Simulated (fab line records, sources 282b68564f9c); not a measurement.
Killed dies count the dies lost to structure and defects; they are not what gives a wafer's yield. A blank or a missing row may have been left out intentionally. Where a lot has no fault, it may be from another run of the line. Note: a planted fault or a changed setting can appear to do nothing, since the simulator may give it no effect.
Which tool is to blame? -- flow rit cmos -- Sampling: 14 lots, 42 wafers, 2 of 202 route steps

## WHAT EACH GAUGE READ, for each wafer
RIT_REOX_THK_MEAS_04.
lot,measured,on,REOX_OXIDE_THK (nm)
L907,day 3 02:50,film metro-02,25.2 25.2 25.1
L908,day 3 07:18,film metro-02,25.6 25.5 25.5
L909,day 3 07:18,film metro-01,24.5 25.4 24.5
L912,day 3 23:17,film metro-04,25.5 25.1 25.4
L914,day 4 05:41,film metro-04,25.5 25.7 25.4
L916,day 5 02:13,film metro-04,24.5 24.6 24.5
L917,day 5 07:25,film metro-01,25.5 25.3 24.9
L919,day 5 21:10,film metro-04,27.3 27.6 27.0
L920,day 6 03:17,film metro-04,25.9 26.1 26.0
L923,day 6 13:49,film metro-01,25.1 25.3 25.5
L924,day 6 21:29,film metro-04,25.8 25.0 25.6
L925,day 6 21:33,film metro-01,27.9 28.0 28.3
L929,day 7 15:10,film metro-02,25.2 25.4 25.3
L930,day 7 17:48,film metro-01,25.6 24.8 25.2

## TOOL THAT RAN EACH LOT (tool first, then ch and the chambers of the sampled wafers, then the start)
lot,RIT_REOX_OXIDATION_03
L907,"furnace-01 ch 0, day 3 00:16"
L908,"furnace-01 ch 0, day 3 04:45"
L909,"furnace-01 ch 0, day 3 04:45"
L912,"furnace-01 ch 0, day 3 20:43"
L914,"furnace-03 ch 0, day 4 03:07"
L916,"furnace-03 ch 0, day 4 23:40"
L917,"furnace-03 ch 0, day 5 04:50"
L919,"furnace-03 ch 0, day 5 18:37"
L920,"furnace-01 ch 0, day 6 00:44"
L923,"furnace-01 ch 0, day 6 11:15"
L924,"furnace-01 ch 0, day 6 18:55"
L925,"furnace-03 ch 0, day 6 18:59"
L929,"furnace-01 ch 0, day 7 12:37"
L930,"furnace-01 ch 0, day 7 15:15"
- RIT_REOX_OXIDATION_03: target thk 25.2 nm, ox time 5580 s.

## AS READ BY THE TOOLS THEMSELVES (means over the sampled wafers that have a number; for cases with no such wafer, the mark the record gives instead)
RIT_REOX_OXIDATION_03.
lot,tool,spike tc centre C (C),spike tc load C (C),spike tc source C (C),tube center temp C (C),tube_center_temp_C_max,zone power load pct (%)
L907,furnace-01,901.5,927.8,924.0,900,902.2,29.9
L908,furnace-01,900.7,927.2,923.7,900,902.2,30.1
L909,furnace-01,901.2,928.8,924.1,900,902.0,30.0
L912,furnace-01,899.8,926.8,924.3,900,902.3,29.7
L914,furnace-03,904.3,927.7,923.4,900,902.6,28.3
L916,furnace-03,904.0,928.3,922.3,900,902.4,27.9
L917,furnace-03,904.2,927.0,922.9,900,902.3,28.2
L919,furnace-03,910.9,936.7,931.8,908,910.8,28.8
L920,furnace-01,901.0,928.1,924.7,900,902.6,29.8
L923,furnace-01,901.0,926.9,924.1,900,902.9,29.9
L924,furnace-01,900.4,927.1,924.5,900,902.2,30.1
L925,furnace-03,911.0,936.4,929.7,908,910.3,28.8
L929,furnace-01,900.9,927.8,923.8,900,902.3,30.0
L930,furnace-01,900.9,926.5,924.0,900,902.6,30.0

## THE ANSWER, worked out from the rows above alone
Rule: usual is defined by the lots themselves. The widest of any qualifying gaps counts: lots, ordered by their means at a reading, are off when they make up no more than a third of the lots, leave a main group of 4 or more, and stand apart from it by 3 or more times the standard deviation of that group's means. If all means in a main group match to the digits the tables above print for the reading, that group is not used. Also off: a lot with no number at a reading for which 4 or more lots have one. Where the step has rows for the other lots, those lots are counted as sound. The gauges are gone through in route order, then the tools' own readings, and for those a lot's mean is taken as printed above. At the first step where some lot is off, the reading lying furthest off is the one used; lots without a number count as furthest.
Off: L919, L925, at RIT_REOX_THK_MEAS_04 (REOX_OXIDE_THK). Main group: mean 25.3 nm, sd 0.35.
A tool fits if, at a process step before that reading, it ran every lot that is off, and no sound lot after the first of them. The gauges at RIT_REOX_THK_MEAS_04 aren't tried: what is off there is off at RIT_REOX_OXIDATION_03 too, on other tools, and a gauge's error can't cause that. One fits: RIT_REOX_OXIDATION_03 on furnace-03. A fault onset in the window from L917 (day 5 04:50, its last sound lot) to L919 (day 5 18:37, its first lot off) fits.
The tool's own readings at RIT_REOX_OXIDATION_03 bear it out: on the lots that are off they differ by more than 5 times the standard deviation of the sound lots' means. spike tc centre C reads 911.0 C there against 901.7 C on the sound lots; spike tc load C reads 936.5 C there against 927.5 C on the sound lots; spike tc source C reads 930.8 C there against 923.8 C on the sound lots; tube center temp C reads 908 C there against 900 C on the sound lots; tube_center_temp_C_max reads 910.5 there against 902.4 on the sound lots.

## WHAT THE SIMULATOR HAD INSERTED
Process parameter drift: furnace-03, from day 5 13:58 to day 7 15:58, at RIT_REOX_OXIDATION_03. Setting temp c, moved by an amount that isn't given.
Lots struck among those shown: L919, L925. The rule above found the same.
